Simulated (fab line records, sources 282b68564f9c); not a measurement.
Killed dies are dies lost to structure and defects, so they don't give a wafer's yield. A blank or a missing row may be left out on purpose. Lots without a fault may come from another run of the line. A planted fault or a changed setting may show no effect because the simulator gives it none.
Which tool did it? | flow rit_cmos | 7 lots, 21 wafers sampled, at 2 steps of a route of 202

WHAT THE GAUGES READ, wafer by wafer
RIT_M1_RS_MEAS_01: measures by four-point-probe.
lot  | measured    | on            | M1_AL_RS (ohm/sq)
L972 | day 3 22:27 | film_metro-02 | 0.0729 0.0728 0.0732
L975 | day 4 09:38 | film_metro-04 | 0.0734 0.0724 0.0736
L977 | day 4 22:25 | film_metro-02 | 0.0725 0.0842 0.0846
L979 | day 5 08:20 | film_metro-04 | 0.0751 0.0736 0.0854
L987 | day 6 21:16 | film_metro-02 | 0.0732 0.0746 0.0731
L991 | day 7 21:53 | film_metro-02 | 0.0734 0.0756 0.0741
L993 | day 8 04:31 | film_metro-03 | 0.0738 0.0737 0.0725

WHICH TOOL RAN EACH LOT (tool, then ch and the chambers of the sampled wafers, then the start)
lot  | RIT_M1_SPUTTER_00
L972 | pvd_sputter-04, day 3 22:08
L975 | pvd_sputter-02, day 4 09:20
L977 | pvd_sputter-02, day 4 22:08
L979 | pvd_sputter-02, day 5 08:01
L987 | pvd_sputter-03, day 6 20:57
L991 | pvd_sputter-04, day 7 21:34
L993 | pvd_sputter-04, day 8 04:13
- RIT_M1_SPUTTER_00: material Al, target thk 400 nm, time 500 s.

THE ANSWER, worked out from the rows above alone
Rule: what is usual is taken from the lots themselves. Put in order of their means at a reading, lots are off if they are a third of the lots or fewer, leave a main group of 4 or more, and stand apart from it by a gap of 3 or more times the standard deviation of the main group's means; of several such gaps the widest counts. A main group whose means are all the same, to the digits that the tables above print for the reading, isn't used. A lot without any number at a reading at which 4 lots or more have one is off too. The other lots that the step has rows for count as sound.
Off: L977, L979, at RIT_M1_RS_MEAS_01 (M1_AL_RS). The main group: mean 0.0735 ohm/sq, standard deviation 0.00049.
A tool fits if, at a process step before that reading, it ran every lot that is off, and no sound lot after the first of them. The gauges at RIT_M1_RS_MEAS_01 are tried like those tools. One fits: pvd_sputter-02 at RIT_M1_SPUTTER_00. Its last sound lot is L975 (day 4 09:20), its first lot that is off L977 (day 4 22:08): a fault that began between those two fits.

WHAT THE SIMULATOR HAD PUT IN
Process parameter drift: pvd_sputter-02, from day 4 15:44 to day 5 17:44, at RIT_M1_SPUTTER_00. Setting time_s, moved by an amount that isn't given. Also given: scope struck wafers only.
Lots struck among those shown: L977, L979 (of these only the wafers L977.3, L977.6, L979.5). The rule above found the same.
